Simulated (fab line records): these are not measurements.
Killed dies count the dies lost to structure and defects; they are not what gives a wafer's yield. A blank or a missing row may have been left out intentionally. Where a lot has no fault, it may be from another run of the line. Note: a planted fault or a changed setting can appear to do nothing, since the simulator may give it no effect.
Struck lot and sound lot, side by side ; flow rit cmos ; 17 steps out of a route of 202
Sound: these wafers, L390.4, L390.5, L390.6. Struck: wafers L399.4, L399.5, L399.6. At the end, the cause is stated.
At each step with rows: each side's tool, then ch and its chambers, then its first start. Under that, the readings that differ: sound wafers ; struck wafers ; difference of the means ; sigmas: that difference in standard deviations of wafers without a fault.
alike: readings with means less than 2 such deviations apart, plus words and numbers identical on both sides. not compared: withheld readings, readings lacking a value on some wafer, bounds such as >300 that could conceal the same value, and numbers that have no deviation in the record and whose values overlap.
The two part at a step that has a row with sigmas, a row that says differs or no value, or rows on one side only. Numbers that have no deviation but don't overlap get no sigmas and don't part them. Lack of a reading on every wafer of one side parts them only where that side has two or more wafers.

first, 1 step without rows for these wafers: RIT_PSD_IMPLANT_08.
RIT_PSD_STRIP_09: strips in O2, time 180 s.
  sound on plasma asher-01 ch 0,1, day 4 07:31; struck on plasma asher-02 ch 0,1, day 6 08:23
  alike: drypump motor current A
  not compared: rf hours counter h
RIT_PSD_TW_MEAS_10:
  sound on film metro-04 at day 4 07:40; struck on film metro-01 at day 6 08:32
  alike: PSD_TW
then, 3 steps without rows for these wafers: RIT_SDANNEAL_CLEAN_00 (cleans in SC1, time 600 s); RIT_SDANNEAL_CLEAN_01 (cleans in dHF, time 30 s); RIT_SDANNEAL_CLEAN_02 (cleans in SC2, time 600 s).
RIT_SDANNEAL_RTA_03: time 5 s.
  sound on rtp anneal-02 ch 0, day 4 08:07; struck on rtp anneal-01 ch 0, day 6 09:10
  alike: wafer_temp_C_max
RIT_SDANNEAL_RS_MEAS_04: a four-point-probe measurement.
  sound on film metro-04 at day 4 08:13; struck on film metro-02 at day 6 09:16
  alike: PSD_RS
RIT_SDANNEAL_RS_MEAS_05: a four-point-probe measurement.
  sound on film metro-04 at day 4 08:20; struck on film metro-02 at day 6 09:23
  alike: NSD_RS
RIT_SDANNEAL_RS_MEAS_06: a four-point-probe measurement.
  sound on film metro-04 at day 4 08:27; struck on film metro-02 at day 6 09:30
  alike: PLDD_RS
RIT_SDANNEAL_RS_MEAS_07: a four-point-probe measurement.
  sound on film metro-04 at day 4 08:34; struck on film metro-02 at day 6 09:37
  alike: NLDD_RS
then, 1 step without rows for these wafers: RIT_SILICIDE_WET_ETCH_00 (etches SiO2 in BOE, target depth 14 nm, time 15 s).
RIT_SILICIDE_SPUTTER_01: material Ti, target thk 30 nm, time 240 s.
  sound on pvd sputter-01 at day 4 08:43; struck on pvd sputter-01 at day 6 09:41
reading;sound;struck;difference;sigmas
model.Ti_of_SILICIDE_SPUTTER_01.thk nm (nm);30.01 29.95 29.76;30.88 31.15 30.98;+1.10;
  alike: substrate temp c, throttle valve pct
RIT_SILICIDE_RS_MEAS_02: a four-point-probe measurement.
  sound on film metro-02 at day 4 08:52; struck on film metro-01 at day 6 09:54
reading;sound;struck;difference;sigmas
SILICIDE_TI_RS (ohm/sq);47.9 47.9 48.4;46.3 45.7 46.0;-2.1;-3
RIT_SILICIDE_THK_MEAS_03: measures by xrf.
  sound on film metro-02 at day 4 08:57; struck on film metro-01 at day 6 09:59
reading;sound;struck;difference;sigmas
SILICIDE_TI_THK (nm);30.0 30.0 29.7;30.8 31.1 31.1;+1.1;+3
RIT_SILICIDE_RTA_04: time 10 s, ramp up 5 s, ramp down 5 s.
  sound on rtp anneal-01 ch 0, day 4 09:01; struck on rtp anneal-02 ch 0, day 6 10:03
  alike: wafer_temp_C_max
RIT_M1_PROBE_99:
  sound on prober-01 at day 4 16:49; struck on prober-02 at day 6 18:38
reading;sound;struck;difference;sigmas
model.etest.npoly line.rs ohm sq;17.1 16.99 17.09;16.66 16.61 16.61;-0.43;
model.etest.ppoly line.rs ohm sq;16.29 16.58 16.6;16.18 16.03 16.11;-0.38;
model.etest.npoly sal.rs ohm sq;4.388 4.344 4.415;4.265 4.199 4.191;-0.164;
model.etest.ppoly sal.rs ohm sq;4.333 4.303 4.381;4.186 4.146 4.183;-0.167;
model.etest.pplus sal.rs ohm sq;4.317 4.359 4.378;4.187 4.149 4.15;-0.189;
model.etest.nplus sal.rs ohm sq;4.269 4.295 4.345;4.178 4.134 4.161;-0.145;
  alike: killed at contacts, killed at front end, killed dies, killed open, killed short
  not compared: model.etest.contact pplus.end ohm um, model.etest.contact nplus.end ohm um

## WHERE THEY PART
Last at RIT_SILICIDE_THK_MEAS_03 as far as this record goes, first at RIT_SILICIDE_RS_MEAS_02. Later steps at which nothing parts them and some readings are alike: RIT_SILICIDE_RTA_04, RIT_M1_PROBE_99.

WHY: whatever the simulator had introduced
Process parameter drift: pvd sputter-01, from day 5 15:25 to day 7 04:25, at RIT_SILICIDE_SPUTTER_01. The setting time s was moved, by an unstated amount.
